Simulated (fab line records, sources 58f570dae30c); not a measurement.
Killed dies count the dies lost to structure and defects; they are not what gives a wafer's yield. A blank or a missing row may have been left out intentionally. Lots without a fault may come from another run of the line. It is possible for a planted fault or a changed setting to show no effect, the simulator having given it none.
The tool behind it: which one? / flow berkeleyCmos170 / 21 wafers from 7 lots sampled at 2 of the route's 331 steps

== WHAT THE GAUGES SHOWED, per wafer ==
UCB170_M2_RS_MEAS_02: uses a four-point probe to measure.
lot=L342; measured=day 8 04:46; on=filmMetro-02; M2_AL_RS (ohm/sq)=0.0329 0.0330 0.0323
lot=L345; measured=day 8 21:27; on=filmMetro-04; M2_AL_RS (ohm/sq)=0.0327 0.0329 0.0331
lot=L349; measured=day 9 07:16; on=filmMetro-02; M2_AL_RS (ohm/sq)=0.0329 0.0326 0.0331
lot=L347; measured=day 9 07:10; on=filmMetro-04; M2_AL_RS (ohm/sq)=0.0319 0.0321 0.0320
lot=L352; measured=day 9 18:47; on=filmMetro-04; M2_AL_RS (ohm/sq)=0.0324 0.0325 0.0323
lot=L355; measured=day 10 19:34; on=filmMetro-04; M2_AL_RS (ohm/sq)=0.0220 0.0221 0.0219 0.0220 0.0221 0.0219
lot=L362; measured=day 11 16:40; on=filmMetro-02; M2_AL_RS (ohm/sq)=0.0320 0.0318 0.0319

== TOOL THAT RAN EACH LOT (tool first, then ch and the chambers of the sampled wafers, then the start) ==
lot=L342; UCB170_M2_SPUTTER_01=pvdSputter-01, day 8 04:40
lot=L345; UCB170_M2_SPUTTER_01=pvdSputter-03, day 8 21:22
lot=L349; UCB170_M2_SPUTTER_01=pvdSputter-03, day 9 07:10
lot=L347; UCB170_M2_SPUTTER_01=pvdSputter-02, day 9 07:03
lot=L352; UCB170_M2_SPUTTER_01=pvdSputter-03, day 9 18:39
lot=L355; UCB170_M2_SPUTTER_01=pvdSputter-01, day 10 19:27
lot=L362; UCB170_M2_SPUTTER_01=pvdSputter-02, day 11 16:34
- UCB170_M2_SPUTTER_01: material Al, target thk 900 nm, time 120 s.

== THE ANSWER, worked out from the rows above alone ==
Rule: what is usual is taken from the lots themselves. Put in order of their means at a reading, lots are off if they are a third of the lots or fewer, leave a main group of 4 or more, and stand apart from it by a gap of 3 or more times the standard deviation of the main group's means; of several such gaps the widest counts. Not used: any main group whose means are identical at the precision the tables above print for the reading. Also off: a lot with no number at a reading for which 4 or more lots have one. The other lots that the step has rows for count as sound.
Off: L355, seen at UCB170_M2_RS_MEAS_02 (M2_AL_RS). For the main group the mean is 0.0325 ohm/sq and the standard deviation 0.0004.
If a tool, at a process step before that reading, ran all the lots that are off and no sound lot after the first of them, it fits. The gauges at UCB170_M2_RS_MEAS_02 are tried like those tools. This does not decide it: 2 tools fit, namely pvdSputter-01 at UCB170_M2_SPUTTER_01 and filmMetro-04 at UCB170_M2_RS_MEAS_02.

== WHAT WAS PUT IN BY THE SIMULATOR ==
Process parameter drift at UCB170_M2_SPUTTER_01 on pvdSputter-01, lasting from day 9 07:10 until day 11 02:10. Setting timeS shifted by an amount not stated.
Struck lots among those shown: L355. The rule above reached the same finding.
